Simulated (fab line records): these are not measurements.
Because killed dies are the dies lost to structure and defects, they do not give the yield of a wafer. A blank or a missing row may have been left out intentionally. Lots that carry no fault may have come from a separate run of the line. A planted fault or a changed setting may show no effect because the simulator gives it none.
One fault through the eyes of 2 desks || flow berkeley-cmos170 || every desk sees just its own numbers, and what lay behind them comes last

== METROLOGY DESK ==
What the gauges read, lot by lot, whatever tool the lot ran on: means of the sampled wafers that have a number. If a lot's mean is further than 4 standard deviations from the usual mean, the lot is out of limits and carries the mark OUT (the distance appears in the brackets).
Columns: A = SACOX_OXIDE_THK at UCB170_SACOX_THK_MEAS_02, usual 14.28 nm; B = M3_BOW at UCB170_M3_BOW_MEAS_20, usual 37 um
{"lot": "L901", "first seen here": "day 4 23:37", "A": 14.11, "B": 36}
{"lot": "L902", "first seen here": "day 5 13:35", "A": 14.48, "B": 39}
{"lot": "L903", "first seen here": "day 5 13:36", "A": 14.38, "B": 39}
{"lot": "L908", "first seen here": "day 6 11:37", "A": 14.37, "B": 34}
{"lot": "L904", "first seen here": "day 6 11:37", "A": 14.51, "B": 40}
{"lot": "L909", "first seen here": "day 6 11:40", "A": 14.19, "B": 42}
{"lot": "L911", "first seen here": "day 6 21:20", "A": 14.32, "B": 43}
{"lot": "L913", "first seen here": "day 7 05:11", "A": 14.42, "B": 29}
{"lot": "L914", "first seen here": "day 7 15:50", "A": 14.08, "B": 36}
{"lot": "L915", "first seen here": "day 8 06:21", "A": 14.65, "B": 40}
{"lot": "L917", "first seen here": "day 8 06:24", "A": 14.07, "B": 43}
{"lot": "L921", "first seen here": "day 9 07:08", "A": 14.44, "B": 39}
{"lot": "L922", "first seen here": "day 9 13:10", "A": 13.91, "B": 40}
{"lot": "L923", "first seen here": "day 9 16:05", "A": 13.95, "B": 35}
Result from this desk: across the 14 lots, nothing is out of limits.

== FOR THE TOOL OWNER'S DESK: rie-metal-03 ==
The tool's own readings at UCB170_M3_METAL_ETCH_18 (etches Al in Cl2/BCl3, stops on SiO2, target depth 1170 nm, time 195 s): means of the sampled wafers that have a number, for each lot that ran on this tool. If a lot's mean is further than 4 standard deviations from the usual mean, the lot is out of limits and carries the mark OUT (the distance appears in the brackets).
Columns: A = bias-w at UCB170_M3_METAL_ETCH_18, usual 120.0 W; B = drypump-motor-current-A at UCB170_M3_METAL_ETCH_18, usual 5.5 A; C = mfc-cl2-sccm at UCB170_M3_METAL_ETCH_18, usual 89.96 sccm; D = oes-product-au at UCB170_M3_METAL_ETCH_18, usual 0.854 a.u.; E = rf-fwd-power-W at UCB170_M3_METAL_ETCH_18, usual 597.2 W; F = throttle-valve-pct at UCB170_M3_METAL_ETCH_18, usual 24.6 %
{"lot": "L901", "first seen here": "day 8 00:25", "A": 120.2, "B": 5.8, "C": 89.84, "D": 0.855, "E": 598.4, "F": 24.8}
{"lot": "L902", "first seen here": "day 8 07:42", "A": 119.8, "B": 5.3, "C": 89.78, "D": 0.824, "E": 594.4, "F": 24.4}
{"lot": "L904", "first seen here": "day 9 04:08", "A": 120.2, "B": 5.5, "C": 90.08, "D": 0.837, "E": 597.6, "F": 24.6}
{"lot": "L911", "first seen here": "day 9 10:49", "A": "130.0 (+27) OUT", "B": 5.8, "C": 90.01, "D": 0.852, "E": 595.4, "F": 24.9}
{"lot": "L913", "first seen here": "day 9 17:40", "A": "129.5 (+26) OUT", "B": 5.8, "C": 90.05, "D": 0.851, "E": 598.1, "F": 24.9}
Finding of this desk: L911, L913 out of limits; the first was L911 at day 9 10:49, on bias-w at UCB170_M3_METAL_ETCH_18. Within limits: L901, L902, L904.

== BROUGHT TOGETHER ==
The tool owner's desk could have raised an alarm at day 9 10:49, on L911, L913.
From the metrology desk's view, nothing was out of limits.
The metrology desk has L911, L913 on record, within its limits.
On rie-metal-03, each named lot ran UCB170_M3_METAL_ETCH_18.

== WHAT THE SIMULATOR PUT IN ==
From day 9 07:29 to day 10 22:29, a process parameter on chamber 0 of rie-metal-03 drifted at UCB170_M3_METAL_ETCH_18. Setting bias-w, moved by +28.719, from 120. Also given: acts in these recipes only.
Lots struck among those shown: L911, L913.
Each desk's first reading out of limits, in hours after the fault started: the tool owner's desk, 3.
